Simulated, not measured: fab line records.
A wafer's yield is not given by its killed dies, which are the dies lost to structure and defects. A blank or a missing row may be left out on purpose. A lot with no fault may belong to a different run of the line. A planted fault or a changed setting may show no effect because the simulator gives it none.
Which of the tools did it? + flow rit-cmos + 14 lots (42 wafers sampled), 1 step of a 202-step route

## WHAT EACH GAUGE READ, for each wafer
The record lacks any reading of a measuring or inspecting step that a usual standard deviation could be used to judge.

## WHAT TOOL EACH LOT RAN ON (gives the tool, then ch and the chambers of the sampled wafers, and finally the start)
| lot  | RIT_GATE_COAT_11                 |
|------|----------------------------------|
| L495 | litho-track-03 ch 0, day 3 02:52 |
| L496 | litho-track-03 ch 0, day 3 07:20 |
| L497 | litho-track-03 ch 0, day 3 11:59 |
| L499 | litho-track-01 ch 0, day 3 22:59 |
| L503 | litho-track-04 ch 0, day 4 20:13 |
| L504 | litho-track-01 ch 0, day 5 02:01 |
| L506 | litho-track-01 ch 0, day 5 14:17 |
| L507 | litho-track-04 ch 0, day 5 18:10 |
| L510 | litho-track-01 ch 0, day 6 16:35 |
| L511 | litho-track-04 ch 0, day 6 18:59 |
| L512 | litho-track-01 ch 0, day 6 21:39 |
| L513 | litho-track-04 ch 0, day 7 03:59 |
| L514 | litho-track-03 ch 0, day 7 08:41 |
| L515 | litho-track-03 ch 0, day 7 11:42 |
- RIT_GATE_COAT_11: resist thk 850 nm.

## WHAT THE TOOLS THEMSELVES READ (means of the sampled wafers that have a number; where no wafer has one, the mark that the record gives instead)
RIT_GATE_COAT_11.
| lot  | tool           | resist-line-temp-C (C) | spin-speed-rpm (rpm) |
|------|----------------|------------------------|----------------------|
| L495 | litho-track-03 | 22.95                  | 4250                 |
| L496 | litho-track-03 | 23.12                  | 4069                 |
| L497 | litho-track-03 | 23.05                  | 4068                 |
| L499 | litho-track-01 | 23.11                  | 4251                 |
| L503 | litho-track-04 | 23.03                  | 4250                 |
| L504 | litho-track-01 | 23.06                  | 4250                 |
| L506 | litho-track-01 | 23.11                  | 4250                 |
| L507 | litho-track-04 | 22.97                  | 4252                 |
| L510 | litho-track-01 | 23.03                  | 4250                 |
| L511 | litho-track-04 | 23.13                  | 4251                 |
| L512 | litho-track-01 | 23.00                  | 4246                 |
| L513 | litho-track-04 | 22.99                  | 4249                 |
| L514 | litho-track-03 | 22.97                  | 4250                 |
| L515 | litho-track-03 | 23.00                  | 4249                 |

## THE ANSWER, worked out from the rows above alone
Rule: what is usual is taken from the lots themselves. The widest of any qualifying gaps counts: lots, ordered by their means at a reading, are off when they make up no more than a third of the lots, leave a main group of 4 or more, and stand apart from it by 3 or more times the standard deviation of that group's means. The tables above print the reading to a certain number of digits; a main group whose means all agree to those digits is not used. A lot without any number at a reading at which 4 lots or more have one is off too. Any other lot the step has rows for is counted as sound. First the gauges in route order, then the tools' own readings, where a lot's mean is used as printed above. The first step at which some lot is off is used, and at that step the reading that is off furthest; a lot without a number counts as furthest.
Off at RIT_GATE_COAT_11 (spin-speed-rpm): L496, L497. The main group has a mean of 4250 rpm with a standard deviation of 1.4.
If a tool, at that step or one of the process steps before it, ran each lot that is off and ran no sound lot following the first of them, it fits. Not one of the candidates tried fits.

## WHAT WAS PUT IN BY THE SIMULATOR
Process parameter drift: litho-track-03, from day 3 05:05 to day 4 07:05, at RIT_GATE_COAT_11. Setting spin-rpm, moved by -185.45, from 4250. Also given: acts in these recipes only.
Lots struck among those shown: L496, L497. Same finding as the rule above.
